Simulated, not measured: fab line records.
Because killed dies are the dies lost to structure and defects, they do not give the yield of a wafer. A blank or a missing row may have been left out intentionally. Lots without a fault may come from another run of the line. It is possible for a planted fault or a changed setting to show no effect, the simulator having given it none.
fab line records | flow rit_cmos
[record] lots = 14 | wafers = 42 | last_day = 7
route steps=202 shown NWELL@37 GATE@78 CONTACT@177 M1@185
lots that met no fault: from a run of the same line without faults
start_h: the number of hours between the record's first day and the start of the first shown wafer of the lot | wait_h: time in hours since the lot's previous step | " unchanged from the row above | L1.1+2: a row that stands for several wafers | - either no value or no given start | * or withheld: withheld | < > ~ a bound
route shown NAME@n: NAME is a module with steps in the file, n the number in the route of the first one | usual: mean and standard deviation over wafers with no fault | same: alike in all rows | chamber/n: place in a boat | sites: readings site by site | _std_site: their standard deviation | _edge_site: the outer-site mean with the inner-site mean subtracted | radius_mm: for every site, how far away it sits from the centre of the wafer | mask NAME#n: copy n | behind: the last tool/chamber to shape the wafer | hold: the reason the lot was held/the length of the hold in hours/how it ended | device: names the non-switching transistor (n, p or np) | end of line: the tests these same wafers got at the end of their route | a step given without rows: its recipe and nothing more | killed: dies lost to structure and defects at the first sort, not the wafer's yield | map: dies across one wafer; x = killed, . = not, _ = none there
set.NAME: the setting as run; set.NAME@STEP: as run at that earlier step | model.NAME: the simulator's own value behind a step, which no gauge read
steps of the route over a sample of lots; a table a step, a row a wafer
services: from which hour (start_h, from the record's first day; less than 0 if before it) a tool's chamber was out of use, for how many hours, and why
[[steps]]
[step RIT_NWELL_STRIP_09]
[recipe] chemistry = O2 | time_s = 180 | resist = NOVOLAK | platen_temp_c = withheld | power_w = 500 | pressure_mtorr = 4000 | o2_flow_sccm = 4000
[usual] drypump_motor_current_A = 5.6/0.38
lot.wafer | tool            | chamber | start_h | wait_h | drypump_motor_current_A | rf_hours_counter_h
L688.3    | plasma_asher-03 | 0       | 21.92   | 0.1    | 5.8                     | -
L688.4    | "               | 1       | "       | "      | 5.4                     | -
L688.5    | "               | 1       | "       | "      | 5.4                     | -
L690.1    | plasma_asher-01 | 1       | 31.96   | 0.1    | 6.2                     | 37
L690.2    | "               | 0       | "       | "      | 5.4                     | 37
L690.4    | "               | 0       | "       | "      | 5.4                     | -
L691.3    | plasma_asher-04 | 1       | 36.36   | 0.1    | 5.5                     | -
L691.4    | "               | 0       | "       | "      | 4.9                     | -
L691.5    | "               | 0       | "       | "      | 4.9                     | -
L692.1    | plasma_asher-01 | 1       | 43.99   | 0.1    | 6.2                     | 38
L692.3    | "               | 1       | "       | "      | 6.2                     | -
L692.6    | "               | 0       | "       | "      | 5.4                     | -
L693.4    | plasma_asher-03 | 1       | 47.31   | 0.1    | 5.4                     | -
L693.5    | "               | 0       | "       | "      | 5.8                     | -
L693.6    | "               | 1       | "       | "      | 5.5                     | -
L694.1    | plasma_asher-01 | 0       | 51.80   | 0.1    | 5.4                     | 39
L694.4    | "               | 1       | "       | "      | 6.2                     | -
L694.5    | "               | 1       | "       | "      | 6.2                     | -
L695.1    | plasma_asher-01 | 1       | 56.20   | 0.1    | 6.2                     | 40
L695.4    | "               | 0       | "       | "      | 5.4                     | -
L695.6    | "               | 0       | "       | "      | 5.4                     | -
L696.1    | plasma_asher-03 | 0       | 62.41   | 0.1    | 5.9                     | 44
L696.4    | "               | 1       | "       | "      | 5.4                     | -
L696.5    | "               | 1       | "       | "      | 5.5                     | -
L701.1    | plasma_asher-01 | 0       | 85.70   | 0.1    | 5.4                     | 43
L701.3    | "               | 1       | "       | "      | 6.2                     | -
L701.6    | "               | 0       | "       | "      | 5.4                     | -
L702.2    | plasma_asher-04 | 1       | 91.96   | 0.1    | 5.5                     | 30
L702.4    | "               | 1       | "       | "      | 5.5                     | -
L702.5    | "               | 0       | "       | "      | 4.9                     | -
L705.1    | plasma_asher-04 | 0       | 105.74  | 0.1    | 4.9                     | 32
L705.3    | "               | 1       | "       | "      | 5.5                     | -
L705.6    | "               | 0       | "       | "      | 4.9                     | -
L707.2    | plasma_asher-03 | 0       | 115.59  | 0.1    | 5.9                     | 50
L707.3    | "               | 0       | "       | "      | 5.9                     | -
L707.4    | "               | 1       | "       | "      | 5.4                     | -
L709.1    | plasma_asher-03 | 1       | 125.81  | 0.1    | 5.4                     | 51
L709.4    | "               | 0       | "       | "      | 5.8                     | -
L709.6    | "               | 1       | "       | "      | 5.4                     | -
L710.2    | plasma_asher-03 | 0       | 131.63  | 0.1    | 5.8                     | 52
L710.3    | "               | 1       | "       | "      | 5.4                     | -
L710.6    | "               | 0       | "       | "      | 5.9                     | -
[step RIT_GATE_CLEAN_03]
[recipe] chemistry = SC2 | mix = 3:3:50 | time_s = 600 | temp_c = 75 | dry = n2_spin
lot.wafer  | tool         | chamber | start_h | wait_h
L688.3+4+5 | wet_bench-03 | 2       | 33.23   | 0.0
L690.1+2+4 | wet_bench-03 | 2       | 47.54   | 0.0
L691.3+4+5 | wet_bench-01 | 3       | 48.09   | 0.0
L692.1+3+6 | wet_bench-03 | 0       | 54.88   | 0.0
L693.4+5+6 | wet_bench-02 | 2       | 58.02   | 0.0
L694.1+4+5 | wet_bench-01 | 2       | 62.76   | 0.0
L695.1+4+6 | wet_bench-03 | 1       | 66.72   | 0.0
L696.1+4+5 | wet_bench-01 | 1       | 73.54   | 0.0
L701.1+3+6 | wet_bench-03 | 0       | 96.29   | 0.0
L702.2+4+5 | wet_bench-03 | 0       | 102.65  | 0.0
L705.1+3+6 | wet_bench-02 | 2       | 116.42  | 0.0
L707.2+3+4 | wet_bench-02 | 3       | 126.49  | 0.0
L709.1+4+6 | wet_bench-02 | 1       | 136.90  | 0.0
L710.2+3+6 | wet_bench-01 | 2       | 142.73  | 0.0
[step RIT_CONTACT_OVL_MEAS_09]
[usual] CONTACT_OVL = -1.0/1.6
lot.wafer | tool       | chamber | start_h | wait_h | CONTACT_OVL[nm]
L688.3    | overlay-02 | -       | 57.55   | 0.1    | -1.7
L688.4    | "          | -       | "       | "      | -2.0
L688.5    | "          | -       | "       | "      | -2.5
L690.1    | overlay-01 | -       | 67.69   | 0.1    | -2.8
L690.2    | "          | -       | "       | "      | -2.5
L690.4    | "          | -       | "       | "      | -1.6
L691.3    | overlay-01 | -       | 69.26   | 0.1    | -1.5
L691.4    | "          | -       | "       | "      | -1.5
L691.5    | "          | -       | "       | "      | -1.8
L692.1    | overlay-02 | -       | 76.03   | 0.1    | -0.3
L692.3    | "          | -       | "       | "      | 0.2
L692.6    | "          | -       | "       | "      | 1.4
L693.4    | overlay-02 | -       | 77.92   | 0.1    | -1.2
L693.5    | "          | -       | "       | "      | -1.2
L693.6    | "          | -       | "       | "      | -0.4
L694.1    | overlay-02 | -       | 82.51   | 0.1    | -1.7
L694.4    | "          | -       | "       | "      | -2.5
L694.5    | "          | -       | "       | "      | -0.9
L695.1    | overlay-02 | -       | 86.01   | 0.1    | 0.3
L695.4    | "          | -       | "       | "      | -1.2
L695.6    | "          | -       | "       | "      | 0.5
L696.1    | overlay-01 | -       | 92.38   | 0.1    | -0.5
L696.4    | "          | -       | "       | "      | -1.4
L696.5    | "          | -       | "       | "      | -2.6
L701.1    | overlay-01 | -       | 116.05  | 0.1    | 1.9
L701.3    | "          | -       | "       | "      | 3.9
L701.6    | "          | -       | "       | "      | 3.8
L702.2    | overlay-02 | -       | 122.25  | 0.1    | -1.7
L702.4    | "          | -       | "       | "      | -1.7
L702.5    | "          | -       | "       | "      | -0.6
L705.1    | overlay-02 | -       | 137.14  | 0.1    | 1.9
L705.3    | "          | -       | "       | "      | 0.0
L705.6    | "          | -       | "       | "      | 0.4
L707.2    | overlay-01 | -       | 147.31  | 0.1    | -0.6
L707.3    | "          | -       | "       | "      | -0.5
L707.4    | "          | -       | "       | "      | 0.0
L709.1    | overlay-01 | -       | 156.81  | 0.1    | -1.3
L709.4    | "          | -       | "       | "      | -1.7
L709.6    | "          | -       | "       | "      | -3.5
L710.2    | overlay-02 | -       | 162.72  | 0.1    | -0.8
L710.3    | "          | -       | "       | "      | 0.5
L710.6    | "          | -       | "       | "      | -0.3
[step RIT_M1_RS_MEAS_01]
[recipe] thk_meas_gauge = four-point-probe | reads = Al_of_M1_SPUTTER_00
[usual] M1_AL_RS = 0.0732/0.00068
lot.wafer | tool          | chamber | start_h | wait_h | M1_AL_RS[ohm/sq]
L688.3    | film_metro-04 | -       | 58.91   | 0.2    | 0.0734
L688.4    | "             | -       | "       | "      | 0.0737
L688.5    | "             | -       | "       | "      | 0.0737
L690.1    | film_metro-04 | -       | 69.01   | 0.1    | 0.0734
L690.2    | "             | -       | "       | "      | 0.0737
L690.4    | "             | -       | "       | "      | 0.0730
L691.3    | film_metro-02 | -       | 70.61   | 0.2    | 0.0743
L691.4    | "             | -       | "       | "      | 0.0743
L691.5    | "             | -       | "       | "      | 0.0741
L692.1    | film_metro-03 | -       | 77.36   | 0.1    | 0.0727
L692.3    | "             | -       | "       | "      | 0.0730
L692.6    | "             | -       | "       | "      | 0.0731
L693.4    | film_metro-03 | -       | 79.30   | 0.2    | 0.0746
L693.5    | "             | -       | "       | "      | 0.0743
L693.6    | "             | -       | "       | "      | 0.0745
L694.1    | film_metro-02 | -       | 83.83   | 0.1    | 0.0727
L694.4    | "             | -       | "       | "      | 0.0720
L694.5    | "             | -       | "       | "      | 0.0731
L695.1    | film_metro-02 | -       | 87.34   | 0.1    | 0.0721
L695.4    | "             | -       | "       | "      | 0.0714
L695.6    | "             | -       | "       | "      | 0.0721
L696.1    | film_metro-02 | -       | 93.72   | 0.1    | 0.0734
L696.4    | "             | -       | "       | "      | 0.0725
L696.5    | "             | -       | "       | "      | 0.0726
L701.1    | film_metro-02 | -       | 117.37  | 0.1    | 0.0736
L701.3    | "             | -       | "       | "      | 0.0732
L701.6    | "             | -       | "       | "      | 0.0734
L702.2    | film_metro-03 | -       | 123.59  | 0.2    | 0.0748
L702.4    | "             | -       | "       | "      | 0.0732
L702.5    | "             | -       | "       | "      | 0.0735
L705.1    | film_metro-02 | -       | 138.48  | 0.1    | 0.0737
L705.3    | "             | -       | "       | "      | 0.0730
L705.6    | "             | -       | "       | "      | 0.0725
L707.2    | film_metro-03 | -       | 148.64  | 0.2    | 0.0726
L707.3    | "             | -       | "       | "      | 0.0720
L707.4    | "             | -       | "       | "      | 0.0725
L709.1    | film_metro-02 | -       | 158.14  | 0.1    | 0.0729
L709.4    | "             | -       | "       | "      | 0.0730
L709.6    | "             | -       | "       | "      | 0.0723
L710.2    | film_metro-04 | -       | 164.07  | 0.2    | 0.0744
L710.3    | "             | -       | "       | "      | 0.0732
L710.6    | "             | -       | "       | "      | 0.0738
[step RIT_M1_PROBE_99]
[usual] killed_at_contacts = 0.1/0.24 | killed_at_front_end = 7.1/2.8 | killed_dies = 7.2/2.8 | killed_on_rim = 1.8/1.4 | killed_open = 3.6/2.1 | killed_short = 3.6/1.9
[same] gross_dies = 264 | killed_at_M0_to_M3 = 0 | killed_at_M4_up = 0 | killed_at_back_side = 0 | killed_at_other = 0
lot.wafer | tool      | chamber | start_h | wait_h | hold                     | killed_at_contacts | killed_at_front_end | killed_dies | killed_on_rim | killed_open | killed_short
L688.3    | prober-01 | -       | 62.80   | 0.2    | -                        | 0                  | 6                   | 6           | 1             | 3           | 3
L688.4    | prober-01 | -       | 62.85   | 0.2    | -                        | 0                  | 11                  | 11          | 5             | 3           | 8
L688.5    | prober-01 | -       | 62.90   | 0.2    | -                        | 0                  | 6                   | 6           | 1             | 4           | 2
L690.1    | prober-01 | -       | 72.85   | 0.1    | -                        | 0                  | 12                  | 12          | 1             | 5           | 7
L690.2    | prober-01 | -       | 72.90   | 0.1    | -                        | 0                  | 10                  | 10          | 2             | 6           | 4
L690.4    | prober-01 | -       | 73.00   | 0.2    | -                        | 0                  | 7                   | 7           | 2             | 2           | 5
L691.3    | prober-02 | -       | 74.70   | 0.2    | -                        | 0                  | 5                   | 5           | 0             | 2           | 3
L691.4    | prober-02 | -       | 74.75   | 0.2    | -                        | 1                  | 6                   | 7           | 1             | 3           | 4
L691.5    | prober-02 | -       | 74.80   | 0.2    | -                        | 0                  | 8                   | 8           | 2             | 6           | 2
L692.1    | prober-01 | -       | 81.22   | 0.1    | -                        | 0                  | 9                   | 9           | 1             | 4           | 5
L692.3    | prober-01 | -       | 81.32   | 0.2    | -                        | 0                  | 6                   | 6           | 2             | 2           | 4
L692.6    | prober-01 | -       | 81.47   | 0.2    | -                        | 0                  | 5                   | 5           | 0             | 5           | 0
L693.4    | prober-02 | -       | 83.31   | 0.2    | -                        | 0                  | 11                  | 11          | 3             | 9           | 2
L693.5    | prober-02 | -       | 83.36   | 0.2    | -                        | 1                  | 2                   | 3           | 0             | 2           | 1
L693.6    | prober-02 | -       | 83.41   | 0.2    | -                        | 0                  | 3                   | 3           | 0             | 3           | 0
L694.1    | prober-01 | -       | 87.56   | 0.1    | -                        | 0                  | 4                   | 4           | 1             | 2           | 2
L694.4    | prober-01 | -       | 87.71   | 0.2    | -                        | 0                  | 6                   | 6           | 0             | 3           | 3
L694.5    | prober-01 | -       | 87.76   | 0.2    | -                        | 0                  | 4                   | 4           | 0             | 2           | 2
L695.1    | prober-02 | -       | 91.06   | 0.1    | -                        | 0                  | 9                   | 9           | 2             | 3           | 6
L695.4    | prober-02 | -       | 91.21   | 0.2    | -                        | 0                  | 5                   | 5           | 3             | 3           | 2
L695.6    | prober-02 | -       | 91.31   | 0.2    | -                        | 1                  | 7                   | 8           | 4             | 5           | 3
L696.1    | prober-01 | -       | 97.79   | 0.1    | -                        | 0                  | 12                  | 12          | 3             | 6           | 6
L696.4    | prober-01 | -       | 97.94   | 0.2    | -                        | 0                  | 6                   | 6           | 2             | 4           | 2
L696.5    | prober-01 | -       | 97.99   | 0.2    | -                        | 0                  | 13                  | 13          | 4             | 7           | 6
L701.1    | prober-01 | -       | 121.32  | 0.1    | await_dispo/7.5h/release | 1                  | 39                  | 40          | 6             | 5           | 7
L701.3    | prober-01 | -       | 121.42  | 0.2    | await_dispo/7.5h/release | 0                  | 37                  | 37          | 8             | 3           | 4
L701.6    | prober-01 | -       | 121.57  | 0.2    | await_dispo/7.5h/release | 0                  | 45                  | 45          | 7             | 3           | 5
L702.2    | prober-02 | -       | 127.86  | 0.1    | await_dispo/3.7h/release | 0                  | 45                  | 45          | 11            | 7           | 6
L702.4    | prober-02 | -       | 127.96  | 0.2    | await_dispo/3.7h/release | 0                  | 39                  | 39          | 7             | 2           | 6
L702.5    | prober-02 | -       | 128.01  | 0.2    | await_dispo/3.7h/release | 0                  | 43                  | 43          | 9             | 6           | 5
L705.1    | prober-01 | -       | 142.20  | 0.1    | -                        | 0                  | 7                   | 7           | 2             | 4           | 3
L705.3    | prober-01 | -       | 142.30  | 0.2    | -                        | 0                  | 10                  | 10          | 1             | 6           | 4
L705.6    | prober-01 | -       | 142.45  | 0.2    | -                        | 0                  | 10                  | 10          | 2             | 4           | 6
L707.2    | prober-01 | -       | 153.07  | 0.1    | -                        | 0                  | 5                   | 5           | 2             | 3           | 2
L707.3    | prober-01 | -       | 153.12  | 0.2    | -                        | 0                  | 9                   | 9           | 5             | 4           | 5
L707.4    | prober-01 | -       | 153.17  | 0.2    | -                        | 0                  | 7                   | 7           | 3             | 2           | 5
L709.1    | prober-01 | -       | 161.88  | 0.1    | -                        | 0                  | 10                  | 10          | 2             | 6           | 4
L709.4    | prober-01 | -       | 162.03  | 0.2    | -                        | 0                  | 5                   | 5           | 0             | 0           | 5
L709.6    | prober-01 | -       | 162.13  | 0.2    | -                        | 0                  | 8                   | 8           | 2             | 2           | 6
L710.2    | prober-02 | -       | 167.96  | 0.1    | -                        | 0                  | 10                  | 10          | 2             | 7           | 3
L710.3    | prober-02 | -       | 168.01  | 0.2    | -                        | 0                  | 3                   | 3           | 1             | 1           | 2
L710.6    | prober-02 | -       | 168.16  | 0.2    | -                        | 0                  | 7                   | 7           | 2             | 5           | 2
// killed by level:class
L688.3 SILICIDE:geometric_particle:open=2 FOX2:geometric_particle:short=1 GATE:geometric_particle:open=1 GATE:geometric_particle:short=1 REOX:geometric_particle:short=1
L688.4 GATE:geometric_particle:short=7 FOX1:geometric_particle:short=1 FOX1:geometric_particle:open=1 REOX:geometric_particle:open=1 SPACER:geometric_particle:open=1
L688.5 GATE:geometric_particle:open=3 SPACER:geometric_particle:short=2 FOX2:geometric_particle:open=1
L690.1 FOX1:geometric_particle:open=2 REOX:geometric_particle:short=2 SPACER:geometric_particle:short=2 SPACER:geometric_particle:open=2 FOX1:geometric_particle:short=1 FOX2:geometric_particle:short=1 GATE:geometric_particle:short=1 REOX:geometric_particle:open=1
L690.2 GATE:geometric_particle:open=3 REOX:geometric_particle:open=2 REOX:geometric_particle:short=2 FOX1:geometric_particle:short=1 SPACER:geometric_particle:open=1 SPACER:geometric_particle:short=1
L690.4 GATE:geometric_particle:short=3 FOX1:geometric_particle:short=1 REOX:geometric_particle:short=1 SPACER:geometric_particle:open=1 SILICIDE:geometric_particle:open=1
L691.3 FOX1:geometric_particle:short=2 SILICIDE:geometric_particle:open=2 SILICIDE:geometric_particle:short=1
L691.4 SPACER:geometric_particle:open=2 FOX1:geometric_particle:short=1 FOX1:geometric_particle:open=1 REOX:geometric_particle:short=1 SILICIDE:geometric_particle:short=1 CONTACT:geometric_particle:short=1
L691.5 SILICIDE:geometric_particle:open=3 GATE:geometric_particle:open=2 GATE:geometric_particle:short=1 REOX:geometric_particle:short=1 SPACER:geometric_particle:open=1
L692.1 SPACER:geometric_particle:short=2 SILICIDE:geometric_particle:open=2 FOX1:geometric_particle:open=1 FOX2:geometric_particle:short=1 GATE:geometric_particle:short=1 REOX:geometric_particle:open=1 SILICIDE:geometric_particle:short=1
L692.3 FOX2:geometric_particle:short=1 GATE:geometric_particle:short=1 SPACER:geometric_particle:open=1 SPACER:geometric_particle:short=1 SILICIDE:geometric_particle:short=1 SILICIDE:geometric_particle:open=1
L692.6 SPACER:geometric_particle:open=4 FOX1:geometric_particle:open=1
L693.4 GATE:geometric_particle:open=5 REOX:geometric_particle:open=2 FOX1:geometric_particle:open=1 GATE:geometric_particle:short=1 REOX:geometric_particle:short=1 SPACER:geometric_particle:open=1
L693.5 FOX2:geometric_particle:short=1 GATE:geometric_particle:open=1 CONTACT:geometric_particle:open=1
L693.6 REOX:geometric_particle:open=2 SILICIDE:geometric_particle:open=1
L694.1 FOX1:geometric_particle:open=1 GATE:geometric_particle:short=1 REOX:geometric_particle:open=1 REOX:geometric_particle:short=1
L694.4 FOX2:geometric_particle:short=2 GATE:geometric_particle:open=2 GATE:geometric_particle:short=1 SPACER:geometric_particle:open=1
L694.5 FOX2:geometric_particle:open=1 GATE:geometric_particle:short=1 REOX:geometric_particle:short=1 SILICIDE:geometric_particle:open=1
L695.1 SPACER:geometric_particle:short=3 FOX1:geometric_particle:short=2 GATE:geometric_particle:open=1 SPACER:geometric_particle:open=1 SILICIDE:geometric_particle:open=1 SILICIDE:geometric_particle:short=1
L695.4 GATE:geometric_particle:short=2 FOX1:geometric_particle:open=1 GATE:geometric_particle:open=1 SPACER:geometric_particle:open=1
L695.6 FOX1:geometric_particle:short=2 SILICIDE:geometric_particle:open=2 FOX1:geometric_particle:open=1 GATE:geometric_particle:open=1 SPACER:geometric_particle:short=1 CONTACT:geometric_particle:open=1
L696.1 GATE:geometric_particle:open=3 FOX2:geometric_particle:open=2 SPACER:geometric_particle:short=2 FOX1:geometric_particle:short=1 FOX2:geometric_particle:short=1 GATE:geometric_particle:short=1 REOX:geometric_particle:short=1 SPACER:geometric_particle:open=1
L696.4 SILICIDE:geometric_particle:open=2 GATE:geometric_particle:short=1 REOX:geometric_particle:open=1 REOX:geometric_particle:short=1 SPACER:geometric_particle:open=1
L696.5 GATE:geometric_particle:open=3 FOX1:geometric_particle:short=2 SPACER:geometric_particle:short=2 FOX1:geometric_particle:open=1 FOX2:geometric_particle:open=1 GATE:geometric_particle:short=1 REOX:geometric_particle:short=1 SPACER:geometric_particle:open=1
L701.1 GATE:unspecified=28 GATE:geometric_particle:short=5 GATE:geometric_particle:open=2 FOX1:geometric_particle:short=1 FOX1:geometric_particle:open=1 SPACER:geometric_particle:short=1 SPACER:geometric_particle:open=1 CONTACT:geometric_particle:open=1
L701.3 GATE:unspecified=30 FOX1:geometric_particle:short=2 FOX1:geometric_particle:open=1 GATE:geometric_particle:short=1 GATE:geometric_particle:open=1 REOX:geometric_particle:open=1 SPACER:geometric_particle:short=1
L701.6 GATE:unspecified=37 GATE:geometric_particle:short=3 FOX1:geometric_particle:short=2 REOX:geometric_particle:open=2 GATE:geometric_particle:open=1
L702.2 GATE:unspecified=32 FOX1:geometric_particle:open=3 FOX1:geometric_particle:short=3 REOX:geometric_particle:short=3 SILICIDE:geometric_particle:open=2 FOX2:geometric_particle:open=1 REOX:geometric_particle:open=1
L702.4 GATE:unspecified=31 FOX1:geometric_particle:short=2 GATE:geometric_particle:short=2 FOX2:geometric_particle:open=1 REOX:geometric_particle:short=1 SPACER:geometric_particle:short=1 SILICIDE:geometric_particle:open=1
L702.5 GATE:unspecified=32 GATE:geometric_particle:short=4 GATE:geometric_particle:open=3 FOX1:geometric_particle:open=2 REOX:geometric_particle:short=1 SILICIDE:geometric_particle:open=1
L705.1 FOX2:geometric_particle:short=2 SPACER:geometric_particle:open=2 FOX2:geometric_particle:open=1 GATE:geometric_particle:open=1 REOX:geometric_particle:short=1
L705.3 FOX1:geometric_particle:open=2 FOX2:geometric_particle:open=2 GATE:geometric_particle:open=2 GATE:geometric_particle:short=2 FOX1:geometric_particle:short=1 FOX2:geometric_particle:short=1
L705.6 FOX1:geometric_particle:open=2 SPACER:geometric_particle:short=2 ACTIVE:geometric_particle:short=1 FOX1:geometric_particle:short=1 GATE:geometric_particle:short=1 REOX:geometric_particle:open=1 SILICIDE:geometric_particle:short=1 SILICIDE:geometric_particle:open=1
L707.2 REOX:geometric_particle:open=3 FOX1:geometric_particle:short=2
L707.3 FOX1:geometric_particle:open=2 FOX2:geometric_particle:short=2 SILICIDE:geometric_particle:short=2 GATE:geometric_particle:open=1 REOX:geometric_particle:open=1 SPACER:geometric_particle:short=1
L707.4 FOX1:geometric_particle:short=2 GATE:geometric_particle:short=2 FOX1:geometric_particle:open=1 SPACER:geometric_particle:short=1 SPACER:geometric_particle:open=1
L709.1 GATE:geometric_particle:open=4 GATE:geometric_particle:short=2 FOX1:geometric_particle:open=1 FOX2:geometric_particle:open=1 SPACER:geometric_particle:short=1 SILICIDE:geometric_particle:short=1
L709.4 GATE:geometric_particle:short=2 FOX1:geometric_particle:short=1 SPACER:geometric_particle:short=1 SILICIDE:geometric_particle:short=1
L709.6 GATE:geometric_particle:short=2 GATE:geometric_particle:open=2 SPACER:geometric_particle:short=2 SILICIDE:geometric_particle:short=2
L710.2 GATE:geometric_particle:open=4 GATE:geometric_particle:short=2 FOX1:geometric_particle:open=1 REOX:geometric_particle:short=1 SPACER:geometric_particle:open=1 SILICIDE:geometric_particle:open=1
L710.3 FOX1:geometric_particle:short=1 FOX1:geometric_particle:open=1 REOX:geometric_particle:short=1
L710.6 GATE:geometric_particle:open=2 FOX1:geometric_particle:open=1 FOX2:geometric_particle:open=1 GATE:geometric_particle:short=1 REOX:geometric_particle:short=1 SILICIDE:geometric_particle:open=1
[[services]]
tool            | chamber | start_h | hours | kind
plasma_asher-01 | -       | 26.35   | 2.8   | pm
plasma_asher-04 | -       | 38.69   | 1.9   | repair
plasma_asher-04 | -       | 55.52   | 12.9  | repair
plasma_asher-01 | -       | 61.46   | 1.8   | repair
plasma_asher-03 | -       | 96.68   | 6.2   | repair
plasma_asher-01 | -       | 128.92  | 8.7   | repair
[[key]]
[first_sign] step = RIT_M1_PROBE_99 | reading = killed_at_front_end | direction = up | sigmas = 12 | usual = 7.1 | struck = 41.3
[effect] step = RIT_M1_PROBE_99 | reading = killed_dies | direction = up | sigmas = 12 | usual = 7.2 | struck = 41.5
met_at RIT_GATE_CLEAN_03
struck_lots L701,L702
struck_wafers L701.1,L701.3,L701.6,L702.2,L702.4,L702.5
tester_left_out L701,L702
not_acting_at RIT_NWELL_STRIP_09,RIT_CONTACT_OVL_MEAS_09,RIT_M1_RS_MEAS_01
onset_between 54.88 96.29
[fault] kind = chamber_particle_source | tool = wet_bench-03 | chamber = 0 | onset_h = 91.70 | steps = RIT_GATE_CLEAN_03 | rate_per_visit_cm2 = 0.88658 | end_h = 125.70
// tester_left_out: of these lots the tester's yield and bins aren't shown, on N5 and GAA mostly nor the transistor test; their killed dies are dies lost to structure and defects alone, not to doping, threshold or leakage, so they don't give the yield
